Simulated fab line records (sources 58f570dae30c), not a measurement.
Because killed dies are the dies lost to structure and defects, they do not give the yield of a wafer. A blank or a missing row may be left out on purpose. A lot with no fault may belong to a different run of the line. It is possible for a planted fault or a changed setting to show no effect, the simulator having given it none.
Chamber matching / flow berkeley-cmos170 / UCB170_ACTIVE_CLEAN_00 on wet-bench-02: 4 sister chambers
The step cleans in SPM, time 600 s. 4 wafers are shown with their chamber, then 10 later ones without.

== WAFERS PAIRED WITH THEIR CHAMBERS ==
wafer=L296.6; chamber=3; bath-heat-duty-pct (%)=14.6
wafer=L298.6; chamber=2; bath-heat-duty-pct (%)=18.1
wafer=L303.6; chamber=1; bath-heat-duty-pct (%)=12.0
wafer=L304.5; chamber=0; bath-heat-duty-pct (%)=14.9

== WAFERS WITH NO CHAMBER GIVEN ==
wafer=L304.6; bath-heat-duty-pct (%)=15.1
wafer=L312.3; bath-heat-duty-pct (%)=12.9
wafer=L312.5; bath-heat-duty-pct (%)=15.6
wafer=L312.6; bath-heat-duty-pct (%)=12.8
wafer=L317.1; bath-heat-duty-pct (%)=13.4
wafer=L317.5; bath-heat-duty-pct (%)=14.5
wafer=L317.6; bath-heat-duty-pct (%)=13.7
wafer=L318.1; bath-heat-duty-pct (%)=15.9
wafer=L318.2; bath-heat-duty-pct (%)=17.0
wafer=L318.4; bath-heat-duty-pct (%)=15.6

== WHICH CHAMBER EACH ONE RAN IN ==
wafer=L304.6; from the rows above=can't be placed: 0 or 3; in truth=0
wafer=L312.3; from the rows above=can't be placed: 1 or 3 or 0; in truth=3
wafer=L312.5; from the rows above=can't be placed: 0 or 3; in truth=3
wafer=L312.6; from the rows above=can't be placed: 1 or 3 or 0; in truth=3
wafer=L317.1; from the rows above=can't be placed: 3 or 1 or 0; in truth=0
wafer=L317.5; from the rows above=can't be placed: 3 or 0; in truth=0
wafer=L317.6; from the rows above=can't be placed: 3 or 0 or 1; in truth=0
wafer=L318.1; from the rows above=can't be placed: 0 or 3 or 2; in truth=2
wafer=L318.2; from the rows above=can't be placed: 2 or 0 or 3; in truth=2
wafer=L318.4; from the rows above=can't be placed: 0 or 3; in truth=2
Placed correctly: 0 of 10. Unplaceable from these rows: 10, with the true chamber sitting among the candidates in 9. Placed wrongly: 0.
How it was worked out, from the rows above alone: a wafer's distance from a chamber is the root of the sum, over the readings, of the square of ((its reading less the chamber's mean) divided by the reading's scatter). The wafer belongs to the nearest chamber; if the next one is less than 2 further off, it can't be placed. The mean given for a chamber averages the wafers shown for that chamber. The scatter: with one shown wafer a chamber, the root of the mean of the squares of how far each hidden wafer lies from its nearest shown one.
